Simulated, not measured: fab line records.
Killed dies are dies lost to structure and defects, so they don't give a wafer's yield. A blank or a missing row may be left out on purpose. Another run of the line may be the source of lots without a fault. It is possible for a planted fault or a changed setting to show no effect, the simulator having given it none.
Which tool did it?	flow berkeley-cmos170	7 lots, 21 wafers sampled, at 3 steps of a route of 331

== WHAT EACH GAUGE READ, for each wafer ==
UCB170_NVT_TW_MEAS_09.
lot	measured	on	NVT_TW
L302	day 7 01:20	film-metro-03	530 526 527
L305	day 7 13:22	film-metro-03	529 532 528
L308	day 7 22:38	film-metro-03	531 529 531
L312	day 8 06:53	film-metro-02	465 465 466 466 465 467
L317	day 10 01:35	film-metro-01	521 519 518
L320	day 10 07:13	film-metro-03	530 527 528
L323	day 10 19:11	film-metro-03	531 527 527

== WHICH TOOL RAN EACH LOT (tool, then ch and the chambers of the sampled wafers, then the start) ==
lot	UCB170_ACTIVE_SOFTBAKE_09	UCB170_NVT_IMPLANT_07
L302	litho-track-02 ch 0, day 5 07:59	implanter-01 ch 0, day 7 01:06
L305	litho-track-04 ch 0, day 5 18:36	implanter-03 ch 0, day 7 13:07
L308	litho-track-03 ch 0, day 6 08:30	implanter-04 ch 0, day 7 22:25
L312	litho-track-03 ch 0, day 6 19:40	implanter-01 ch 0, day 8 06:41
L317	litho-track-04 ch 0, day 8 07:35	implanter-03 ch 0, day 10 01:21
L320	litho-track-02 ch 0, day 8 14:28	implanter-04 ch 0, day 10 06:59
L323	litho-track-04 ch 0, day 9 06:11	implanter-03 ch 0, day 10 18:58
- UCB170_ACTIVE_SOFTBAKE_09: time 62.57 s.
- UCB170_NVT_IMPLANT_07

== THE ANSWER, worked out from the rows above alone ==
Rule: what is usual is taken from the lots themselves. The widest of any qualifying gaps counts: lots, ordered by their means at a reading, are off when they make up no more than a third of the lots, leave a main group of 4 or more, and stand apart from it by 3 or more times the standard deviation of that group's means. A main group is skipped when, at the precision printed for the reading in the tables above, its means are all equal. A lot without any number at a reading at which 4 lots or more have one is off too. All remaining lots with rows at the step are treated as sound.
Off: at UCB170_NVT_TW_MEAS_09 (NVT_TW), L312. For the main group the mean is 527 and the standard deviation 3.7.
A tool fits if, at a process step before that reading, it ran every lot that is off, and no sound lot after the first of them. The gauges at UCB170_NVT_TW_MEAS_09 are tried like those tools. Can't be told from this: 3 tools fit, litho-track-03 at UCB170_ACTIVE_SOFTBAKE_09, implanter-01 at UCB170_NVT_IMPLANT_07, film-metro-02 at UCB170_NVT_TW_MEAS_09.

== WHAT WAS PUT IN BY THE SIMULATOR ==
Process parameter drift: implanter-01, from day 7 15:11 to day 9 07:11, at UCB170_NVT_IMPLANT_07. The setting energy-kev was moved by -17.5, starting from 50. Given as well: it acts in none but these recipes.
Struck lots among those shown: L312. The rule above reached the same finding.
